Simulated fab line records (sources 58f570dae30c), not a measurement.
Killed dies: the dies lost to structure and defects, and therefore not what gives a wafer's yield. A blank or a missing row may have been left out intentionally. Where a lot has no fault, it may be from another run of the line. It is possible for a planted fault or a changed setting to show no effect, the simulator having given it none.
Problem report, 8D (eight disciplines) form, completed by code	flow berkeley_cmos170	the parts of the form that need people (team, actions taken, sign-off) are left out

== 1. THE PROBLEM ==
Across 12 wafers from 4 lots, V1_OVL at UCB170_V1_OVL_MEAS_13 averages 85 nm, while fault-free wafers read 1 nm with a standard deviation of 5.7. That is +15 standard deviations from the usual mean.
The first sign was on wafer L256.2 at day 7 23:50, on overlay-02. The record holds 27 wafers of 9 lots with a number at this step. Rule for "out" (also "out of limits"): further than 4 standard deviations from the usual mean. Any other wafer with a number is counted as sound.

== 2. WHAT THIS IS AND IS NOT ==
question	is	is not
which readings at this step	V1_OVL	-
which lots	L256, L257, L258, L259	L253, L267, L268, L269, L275
which wafers of those lots	all that have a number	-
read on which gauges	overlay-01, overlay-02	-
when	from day 7 23:50	up to then (3 sound wafers); but 12 sound wafers of L267, L268, L269, L275 came after

== 3. WHAT RULES OUT EACH SUSPECT ==
Counting: any tool at a process step up to the reading is kept as a suspect provided that every lot that is out went through it and no sound lot did after the first of them.
- the gauge at UCB170_V1_OVL_MEAS_13 has been ruled out. The wafers that are out were read on 2 gauges (overlay-01, overlay-02).
- krf_scanner-02 at UCB170_V1_EXPOSE_09 (exposes mask VIA1, target cd 700 nm): kept. It ran every lot that is out, first L256 (day 7 22:56), and no sound lot after that.
The count leaves krf_scanner-02 at UCB170_V1_EXPOSE_09.

== 4. THE CAUSE (what the simulator had put in) ==
Scanner matching overlay: krf_scanner-02, from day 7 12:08 on, at UCB170_V1_EXPOSE_09. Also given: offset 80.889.
This tool alone remained once counting was done.

== 5. SEQUENCE OF EFFECTS, ordered by route ==
Each row: a reading whose mean over the struck wafers that have a number lies more than 3 standard deviations from the usual. Only readings whose record carries a usual standard deviation are examined. hours: median over the lots of the time between each lot's start at the first step of this table that gives one and its start at this step. sigmas: the change, counted in usual standard deviations.
hours	step	reading	usual	on struck wafers	change	sigmas
0	UCB170_V1_OVL_MEAS_13	V1_OVL	1 nm	85	+84	+15

== 6. HOW IT WOULD HAVE BEEN CAUGHT EARLIER ==
12 hours passed between the start of the fault at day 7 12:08 and the first reading out of limits at a measuring or inspecting step in this record, taken at day 7 23:50.
Tool readings at UCB170_V1_EXPOSE_09 with a usual standard deviation given in the record: none out on any struck wafer, hence no alarm at a limit of 4 standard deviations on them.
L259, L258, from the lots that are out (4), started UCB170_V1_EXPOSE_09 on krf_scanner-02 later than day 7 23:50. A hold on the tool at that time would have spared those 2.
